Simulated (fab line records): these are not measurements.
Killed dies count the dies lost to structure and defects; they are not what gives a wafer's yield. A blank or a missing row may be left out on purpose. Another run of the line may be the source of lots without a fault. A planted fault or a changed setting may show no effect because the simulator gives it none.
Which tool is to blame? | flow berkeley cmos170 | Sampling: 14 lots, 41 wafers, 3 of 331 route steps

WHAT THE GAUGES READ, wafer by wafer
UCB170_M2_CD_MEAS_90: target cd 700 nm. Usual: cd nm at 699.6 nm, with a standard deviation of 2.7.
lot  | measured     | on        | cd nm (nm)        | flag
L994 | day 7 02:08  | cd sem-01 | 697.7 695.8 698.4 |
L995 | day 7 13:43  | cd sem-02 | 703.8 701.5 704.2 |
L996 | day 7 15:08  | cd sem-01 | 700.9 702.1 699.0 |
L997 | day 8 02:49  | cd sem-02 | 698.2 695.8 698.7 |
L998 | day 8 03:22  | cd sem-02 | 697.5 695.4 694.9 |
L999 | day 8 13:24  | cd sem-01 | 701.1 702.5 697.1 |
L106 | day 10 05:05 | cd sem-01 | 698.6 696.5 697.6 |
L108 | day 10 13:53 | cd sem-01 | 682.6 697.9       | OFF
L110 | day 10 15:31 | cd sem-01 | 702.8 700.2 704.1 |
L111 | day 11 17:33 | cd sem-02 | 684.1 682.5 700.6 | OFF
L113 | day 11 20:04 | cd sem-01 | 698.8 702.2 700.6 |
L114 | day 11 20:08 | cd sem-02 | 703.3 705.7 702.9 |
L117 | day 12 12:49 | cd sem-01 | 700.3 702.6 699.6 |
L116 | day 12 12:56 | cd sem-01 | 696.9 694.6 696.4 |

WHICH TOOL RAN EACH LOT (tool, then ch and the chambers of the sampled wafers, then the start)
lot  | UCB170_M2_METAL_ETCH_18           | UCB170_M2_STRIP_19
L994 | rie metal-03 ch 0,1, day 7 01:49  | plasma asher-02 ch 0,1, day 7 02:00
L995 | rie metal-04 ch 0,1, day 7 13:25  | plasma asher-04 ch 0,1, day 7 13:37
L996 | rie metal-01 ch 0,1, day 7 14:50  | plasma asher-04 ch 0,1, day 7 15:02
L997 | rie metal-04 ch 0,1, day 8 02:32  | plasma asher-04 ch 0,1, day 8 02:43
L998 | rie metal-03 ch 0, day 8 02:58    | plasma asher-03 ch 0,1, day 8 03:15
L999 | rie metal-01 ch 0,1, day 8 13:05  | plasma asher-03 ch 0,1, day 8 13:17
L106 | rie metal-03 ch 0,1, day 10 04:49 | plasma asher-02 ch 0,1, day 10 04:59
L108 | rie metal-01 ch 0,1, day 10 13:38 | plasma asher-03 ch 0,1, day 10 13:47
L110 | rie metal-03 ch 0, day 10 15:12   | plasma asher-02 ch 1, day 10 15:23
L111 | rie metal-01 ch 0,1, day 11 17:16 | plasma asher-02 ch 0,1, day 11 17:27
L113 | rie metal-03 ch 0, day 11 19:45   | plasma asher-02 ch 0,1, day 11 19:56
L114 | rie metal-04 ch 0,1, day 11 19:50 | plasma asher-03 ch 0,1, day 11 20:01
L117 | rie metal-04 ch 0,1, day 12 12:20 | plasma asher-04 ch 0,1, day 12 12:31
L116 | rie metal-03 ch 0,1, day 12 12:35 | plasma asher-02 ch 0,1, day 12 12:50
- UCB170_M2_METAL_ETCH_18: etches Al in Cl2/BCl3, stops on SiO2, target depth 1170 nm, time 195 s.
- UCB170_M2_STRIP_19: strips in O2.

WHAT THE TOOLS THEMSELVES READ (means of the sampled wafers that have a number; where no wafer has one, the mark that the record gives instead)
UCB170_M2_METAL_ETCH_18. Usual: drypump motor current A 5.7 A, standard deviation 0.33; oes product au 0.847 a.u., standard deviation 0.02; throttle valve pct 24.57 %, standard deviation 0.19.
lot  | tool         | drypump motor current A (A) | oes product au (a.u.) | throttle valve pct (%) | flag
L994 | rie metal-03 | 5.7                         | 0.846                 | 24.58                  |
L995 | rie metal-04 | 5.7                         | 0.848                 | 24.67                  |
L996 | rie metal-01 | 5.8                         | 0.869                 | 24.37                  |
L997 | rie metal-04 | 5.4                         | 0.850                 | 24.81                  |
L998 | rie metal-03 | 5.9                         | 0.833                 | 24.61                  |
L999 | rie metal-01 | 6.0                         | 0.842                 | 24.39                  |
L106 | rie metal-03 | 5.6                         | 0.823                 | 24.53                  |
L108 | rie metal-01 | 5.8                         | 0.861                 | 24.37                  |
L110 | rie metal-03 | 5.9                         | 0.839                 | 24.63                  |
L111 | rie metal-01 | 5.8                         | 0.876                 | 24.37                  |
L113 | rie metal-03 | 5.8                         | 0.834                 | 24.61                  |
L114 | rie metal-04 | 5.7                         | 0.849                 | 24.68                  |
L117 | rie metal-04 | 5.7                         | 0.847                 | 24.68                  |
L116 | rie metal-03 | 5.6                         | 0.836                 | 24.52                  |

UCB170_M2_STRIP_19. Usual: drypump motor current A 5.9 A, standard deviation 0.62; oes product au 0.549 a.u., standard deviation 0.0083.
lot  | tool            | drypump motor current A (A) | oes product au (a.u.) | flag
L994 | plasma asher-02 | 5.9                         | 0.546                 |
L995 | plasma asher-04 | 5.1                         | 0.552                 |
L996 | plasma asher-04 | 5.0                         | 0.552                 |
L997 | plasma asher-04 | 5.0                         | 0.555                 |
L998 | plasma asher-03 | 6.6                         | 0.535                 |
L999 | plasma asher-03 | 6.6                         | 0.549                 |
L106 | plasma asher-02 | 6.0                         | 0.547                 |
L108 | plasma asher-03 | 6.5                         | 0.441                 | OFF
L110 | plasma asher-02 | 6.2                         | 0.544                 |
L111 | plasma asher-02 | 6.0                         | 0.396                 | OFF
L113 | plasma asher-02 | 6.0                         | 0.546                 |
L114 | plasma asher-03 | 6.6                         | 0.552                 |
L117 | plasma asher-04 | 5.1                         | 0.554                 |
L116 | plasma asher-02 | 6.0                         | 0.546                 |

THE ANSWER, worked out from the rows above alone
Rule: a lot counts as off when the mean over its wafers that have a number is more than 3 standard deviations away from the usual mean. A lot without any number at a reading at which 4 lots or more have one is off too. The other lots that the step has rows for count as sound. The gauges are gone through in route order, then the tools' own readings, and for those a lot's mean is taken as printed above. At the first step where some lot is off, the reading lying furthest off is the one used; lots without a number count as furthest.
Off: L108, L111, at UCB170_M2_CD_MEAS_90 (cd nm).
If a tool, at a process step before that reading, ran all the lots that are off and no sound lot after the first of them, it fits. Not tried: the gauges at UCB170_M2_CD_MEAS_90; whatever is off there is also off at UCB170_M2_STRIP_19, on other tools, and gauge error can't account for it. One fits: rie metal-01 at UCB170_M2_METAL_ETCH_18. Its last sound lot is L999 (day 8 13:05), its first lot that is off L108 (day 10 13:38): a fault that began between those two fits.

WHAT THE SIMULATOR HAD INSERTED
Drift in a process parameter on rie metal-01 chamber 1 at UCB170_M2_METAL_ETCH_18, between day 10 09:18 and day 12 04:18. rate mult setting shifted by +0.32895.
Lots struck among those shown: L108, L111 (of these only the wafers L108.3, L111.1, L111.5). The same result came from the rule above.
